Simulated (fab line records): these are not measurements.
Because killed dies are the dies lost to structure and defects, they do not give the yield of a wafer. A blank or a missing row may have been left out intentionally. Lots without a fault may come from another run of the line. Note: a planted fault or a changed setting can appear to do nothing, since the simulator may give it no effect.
Which tool was responsible? | flow berkeley_cmos170 | 21 wafers sampled from 7 lots at 1 step of a route of 331

## WHAT THE GAUGES SHOWED, per wafer
UCB170_GATE_OVL_MEAS_13.
lot  | measured     | on         | GATE_OVL (nm)
L102 | day 7 09:54  | overlay-02 | -6 -1 -7
L105 | day 7 17:11  | overlay-01 | -5 -14 -9
L106 | day 8 03:02  | overlay-01 | 0 -4 -7
L107 | day 8 03:26  | overlay-01 | -1 3 5
L115 | day 10 06:58 | overlay-01 | 3 -4 3
L119 | day 10 23:53 | overlay-01 | -6 -1 1
L120 | day 11 10:20 | overlay-01 | -11 -10 0

## EACH LOT AND THE TOOL THAT RAN IT (in order: tool; ch and the chambers of the sampled wafers; start)
Record: no process step prior to these readings.

## THE ANSWER, worked out from the rows above alone
Rule: what is usual is taken from the lots themselves. Put in order of their means at a reading, lots are off if they are a third of the lots or fewer, leave a main group of 4 or more, and stand apart from it by a gap of 3 or more times the standard deviation of the main group's means; of several such gaps the widest counts. Not used: any main group whose means are identical at the precision the tables above print for the reading. A lot without any number at a reading at which 4 lots or more have one is off too. The other lots that the step has rows for count as sound.
No lot is off at any reading shown: from this, nothing can be told.

## WHAT WAS PUT IN BY THE SIMULATOR
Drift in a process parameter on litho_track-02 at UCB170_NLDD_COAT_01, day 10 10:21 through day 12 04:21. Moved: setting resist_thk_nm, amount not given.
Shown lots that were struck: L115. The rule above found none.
